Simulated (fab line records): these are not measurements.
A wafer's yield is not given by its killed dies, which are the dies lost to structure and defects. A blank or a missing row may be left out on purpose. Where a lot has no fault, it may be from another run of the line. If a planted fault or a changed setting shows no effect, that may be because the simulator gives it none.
The same fault as seen by 2 desks -- flow rit_cmos -- each desk holds nothing but its own numbers, with what lay behind them at the end

## THE TOOL OWNER'S DESK: litho_track-03
The tool's own readings at RIT_PRETRO_COAT_01 (resist thk 1300 nm): means of the sampled wafers that have a number, for each lot that ran on this tool. Marked OUT: a lot whose mean sits more than 4 standard deviations from the usual mean, which makes it out of limits; the brackets give that distance.
Columns: A = dispense_pressure_kPa at RIT_PRETRO_COAT_01, usual 54.9 kPa
lot,first seen here,A
L739,day 2 11:26,56.0
L747,day 4 04:37,56.0
L751,day 5 00:14,56.0
Result from this desk: across the 3 lots, nothing is out of limits.

## FROM THE METROLOGY DESK
Lot by lot, what the gauges showed, no matter which tool ran the lot: averages of those sampled wafers that carry a number. Marked OUT: a lot whose mean sits more than 4 standard deviations from the usual mean, which makes it out of limits; the brackets give that distance.
Columns: A = NRETRO_OVL at RIT_NRETRO_OVL_MEAS_06, usual -0.1 nm; B = NRETRO_TW at RIT_NRETRO_TW_MEAS_10, usual 1049; C = PRETRO_OVL at RIT_PRETRO_OVL_MEAS_06, usual -1.7 nm
lot,first seen here,A,B,C
L739,day 2 10:37,1.3,1043,-2.1
L742,day 3 01:43,-2.3,1043,-2.3
L747,day 4 03:47,1.4,1039,-1.5
L748,day 4 06:51,0.6,1043,-1.7
L751,day 4 23:22,0.8,1040,0.3
L760,day 6 20:47,-0.9,1054,-0.7
Result from this desk: across the 6 lots, nothing is out of limits.

## TAKEN TOGETHER
The tool owner's desk saw nothing out of limits.
From the metrology desk's view, nothing was out of limits.

## WHAT THE SIMULATOR HAD INSERTED
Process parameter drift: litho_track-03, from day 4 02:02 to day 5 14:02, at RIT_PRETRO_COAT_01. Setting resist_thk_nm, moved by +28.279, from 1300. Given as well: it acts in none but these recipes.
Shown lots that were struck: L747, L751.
